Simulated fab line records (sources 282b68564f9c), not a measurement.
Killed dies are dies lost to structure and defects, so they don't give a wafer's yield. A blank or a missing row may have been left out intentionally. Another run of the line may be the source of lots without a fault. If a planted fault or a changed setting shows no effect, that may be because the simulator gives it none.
Problem report in the 8D (eight disciplines) form, filled by code | flow rit cmos | the parts of the form that need people (team, actions taken, sign-off) are left out

## 1. WHAT WENT WRONG
Across 9 wafers from 3 lots, NWELL_OVL at RIT_NWELL_OVL_MEAS_06 averages -178.8 nm, while fault-free wafers read 1.6 nm with a standard deviation of 1.4. So: -99 or more standard deviations from the usual mean.
Earliest sighting: wafer L572.1 on overlay-01 at day 6 06:08. The record holds 45 wafers of 15 lots with a number at this step. Rule for "out" (also "out of limits"): further than 4 standard deviations from the usual mean. The rest of the wafers with a number are treated as sound.

## 2. WHAT IT IS AND WHAT IT IS NOT
question                    | is                     | is not
which readings at this step | NWELL_OVL              | -
which lots                  | L572, L573, L574       | L551, L555, L556, L558, L559, L560, L561, L562, L563, L566, L567, L570
which wafers of those lots  | all that have a number | -
read on which gauges        | overlay-01, overlay-02 | -
when                        | from day 6 06:08       | up to then (36 sound wafers)

## 3. WHAT RULES OUT EACH SUSPECT
Counting: any tool at a process step up to the reading is kept as a suspect provided that every lot that is out went through it and no sound lot did after the first of them.
- the gauge at RIT_NWELL_OVL_MEAS_06 has been ruled out. 2 gauges (overlay-01, overlay-02) read the wafers that are out.
- iline stepper-01 at RIT_NWELL_EXPOSE_03 (exposes mask M2, target cd 43900 nm): kept. All lots that are out passed through it, beginning with L572 at day 6 05:43, and no sound lot followed; its final sound lot before that point was L570 at day 5 19:29.
Left after counting: iline stepper-01 at RIT_NWELL_EXPOSE_03.

## 4. THE CAUSE (what the simulator had put in)
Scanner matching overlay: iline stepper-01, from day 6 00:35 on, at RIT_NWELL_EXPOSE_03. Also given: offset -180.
The count eliminated every tool but this one.

## 5. THE EFFECT CHAIN, in route order
Each row: a reading where the mean over the struck wafers with a number is more than 3 standard deviations away from the usual. Only readings for which the record gives a usual standard deviation are gone through. hours: the time from each lot's start at the first step in this table that gives one to its start at this step, as a median over the lots. sigmas: the change in usual standard deviations.
hours | step                  | reading   | usual  | on struck wafers | change | sigmas
0     | RIT_NWELL_OVL_MEAS_06 | NWELL_OVL | 1.6 nm | -178.8           | -180.4 | -99 or more

## 6. WHAT WOULD HAVE CAUGHT IT SOONER
6 hours passed between the start of the fault at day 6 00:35 and the first reading out of limits at a measuring or inspecting step in this record, taken at day 6 06:08.
Lots out: 3; of these, L573, L574 started RIT_NWELL_EXPOSE_03 on iline stepper-01 after day 6 06:08. A hold on the tool at that time would have spared those 2.
